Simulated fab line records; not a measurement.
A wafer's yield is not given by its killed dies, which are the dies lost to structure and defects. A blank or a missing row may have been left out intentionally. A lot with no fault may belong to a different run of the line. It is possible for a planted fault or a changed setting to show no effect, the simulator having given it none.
Check of tool commonality || flow rit cmos || Sample size 14 lots and 42 wafers

## WHY IT WAS OPENED
On 2 of the 14 lots, a flag is raised at RIT_ACTIVE_CD_MEAS_11 on the reading cd nm. Fault-free wafers read 1401.1 nm, with a standard deviation of 1.9.
Rule: a lot is flagged when every wafer of it that has a number lies more than 4 standard deviations from that mean, or none has a number. All remaining lots are regarded as sound.

{"lot": "L825", "measured": "day 1 14:41", "on": "cd sem-01", "cd nm (nm), wafer by wafer": "1400.0 1397.9 1399.9", "flag": ""}
{"lot": "L826", "measured": "day 1 19:26", "on": "cd sem-02", "cd nm (nm), wafer by wafer": "1399.7 1401.6 1401.9", "flag": ""}
{"lot": "L827", "measured": "day 2 00:35", "on": "cd sem-01", "cd nm (nm), wafer by wafer": "1400.3 1400.8 1398.5", "flag": ""}
{"lot": "L828", "measured": "day 2 05:37", "on": "cd sem-02", "cd nm (nm), wafer by wafer": "1401.2 1401.5 1400.7", "flag": ""}
{"lot": "L830", "measured": "day 2 15:26", "on": "cd sem-02", "cd nm (nm), wafer by wafer": "1400.9 1400.9 1400.4", "flag": ""}
{"lot": "L832", "measured": "day 3 01:40", "on": "cd sem-02", "cd nm (nm), wafer by wafer": "1401.6 1403.6 1402.8", "flag": ""}
{"lot": "L834", "measured": "day 3 13:32", "on": "cd sem-02", "cd nm (nm), wafer by wafer": "1401.8 1402.4 1399.3", "flag": ""}
{"lot": "L835", "measured": "day 3 16:26", "on": "cd sem-02", "cd nm (nm), wafer by wafer": "1403.6 1402.1 1404.0", "flag": ""}
{"lot": "L837", "measured": "day 4 02:26", "on": "cd sem-02", "cd nm (nm), wafer by wafer": "1433.0 1432.9 1433.2", "flag": "FLAGGED"}
{"lot": "L838", "measured": "day 4 07:28", "on": "cd sem-02", "cd nm (nm), wafer by wafer": "1425.5 1423.8 1425.1", "flag": "FLAGGED"}
{"lot": "L841", "measured": "day 4 22:35", "on": "cd sem-02", "cd nm (nm), wafer by wafer": "1402.9 1401.8 1401.8", "flag": ""}
{"lot": "L842", "measured": "day 5 03:34", "on": "cd sem-01", "cd nm (nm), wafer by wafer": "1400.2 1398.1 1401.3", "flag": ""}
{"lot": "L844", "measured": "day 5 13:26", "on": "cd sem-02", "cd nm (nm), wafer by wafer": "1402.7 1404.9 1402.0", "flag": ""}
{"lot": "L848", "measured": "day 6 09:31", "on": "cd sem-02", "cd nm (nm), wafer by wafer": "1403.1 1403.9 1405.1", "flag": ""}
The mean of the flagged lots' numbers is 1428.9 nm, +27.8 nm from the usual (+15 standard deviations).

## EACH LOT AND THE TOOL IT RAN ON
The record keeps 1 process step preceding the reading, out of 202 steps on the route. Each cell gives the tool, then ch followed by the chambers the sampled wafers passed through, then the start.
{"lot": "L825", "flag": "", "RIT_ACTIVE_DEVELOP_10": "litho track-04 ch 0, day 1 14:00"}
{"lot": "L826", "flag": "", "RIT_ACTIVE_DEVELOP_10": "litho track-02 ch 0, day 1 19:00"}
{"lot": "L827", "flag": "", "RIT_ACTIVE_DEVELOP_10": "litho track-03 ch 0, day 2 00:00"}
{"lot": "L828", "flag": "", "RIT_ACTIVE_DEVELOP_10": "litho track-03 ch 0, day 2 05:00"}
{"lot": "L830", "flag": "", "RIT_ACTIVE_DEVELOP_10": "litho track-04 ch 0, day 2 15:00"}
{"lot": "L832", "flag": "", "RIT_ACTIVE_DEVELOP_10": "litho track-02 ch 0, day 3 01:00"}
{"lot": "L834", "flag": "", "RIT_ACTIVE_DEVELOP_10": "litho track-03 ch 0, day 3 13:00"}
{"lot": "L835", "flag": "", "RIT_ACTIVE_DEVELOP_10": "litho track-02 ch 0, day 3 16:00"}
{"lot": "L837", "flag": "FLAGGED", "RIT_ACTIVE_DEVELOP_10": "litho track-04 ch 0, day 4 02:00"}
{"lot": "L838", "flag": "FLAGGED", "RIT_ACTIVE_DEVELOP_10": "litho track-04 ch 0, day 4 07:00"}
{"lot": "L841", "flag": "", "RIT_ACTIVE_DEVELOP_10": "litho track-02 ch 0, day 4 22:00"}
{"lot": "L842", "flag": "", "RIT_ACTIVE_DEVELOP_10": "litho track-02 ch 0, day 5 03:00"}
{"lot": "L844", "flag": "", "RIT_ACTIVE_DEVELOP_10": "litho track-03 ch 0, day 5 13:00"}
{"lot": "L848", "flag": "", "RIT_ACTIVE_DEVELOP_10": "litho track-02 ch 0, day 6 09:00"}
These steps, and what they do:
- RIT_ACTIVE_DEVELOP_10: develop time 50 s.
- RIT_ACTIVE_CD_MEAS_11: target cd 1400 nm.

## FLAGGED OVER TOTAL, TOOL BY TOOL (the gauges that took the reading come last)
{"step": "RIT_ACTIVE_DEVELOP_10", "tool": "litho track-02", "lots run": 6, "flagged": 0, "share of the flagged lots": "none", "sound lots run after its first flagged lot": "-"}
{"step": "RIT_ACTIVE_DEVELOP_10", "tool": "litho track-03", "lots run": 4, "flagged": 0, "share of the flagged lots": "none", "sound lots run after its first flagged lot": "-"}
{"step": "RIT_ACTIVE_DEVELOP_10", "tool": "litho track-04", "lots run": 4, "flagged": 2, "share of the flagged lots": "all", "sound lots run after its first flagged lot": 0}
{"step": "RIT_ACTIVE_CD_MEAS_11", "tool": "cd sem-01", "lots run": 3, "flagged": 0, "share of the flagged lots": "none", "sound lots run after its first flagged lot": "-"}
{"step": "RIT_ACTIVE_CD_MEAS_11", "tool": "cd sem-02", "lots run": 11, "flagged": 2, "share of the flagged lots": "all", "sound lots run after its first flagged lot": "3 (L841,L844,L848)"}

## THE TABLE: WHAT IT ALLOWS
Rows of the table that ran all the flagged lots, 2 in number: litho track-04 at RIT_ACTIVE_DEVELOP_10; cd sem-02 at RIT_ACTIVE_CD_MEAS_11.
- litho track-04 at RIT_ACTIVE_DEVELOP_10 ran 4 lots, 2 of them flagged. Last sound lot L830 at day 2 15:00, first flagged lot L837 at day 4 02:00; a fault beginning in between fits.
- cd sem-02 at RIT_ACTIVE_CD_MEAS_11 ran 11 lots, 2 of them flagged. Lots that were sound ran on it after the first flagged one (L841, L844, L848); a persistent fault on the entire tool would not allow that.
One tool is left: litho track-04 at RIT_ACTIVE_DEVELOP_10.

## WHAT THE SIMULATOR HAD PUT IN
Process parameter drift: litho track-04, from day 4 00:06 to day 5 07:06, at RIT_ACTIVE_DEVELOP_10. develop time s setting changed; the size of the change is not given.
Shown lots that were struck: L837, L838. The rule above found the same.
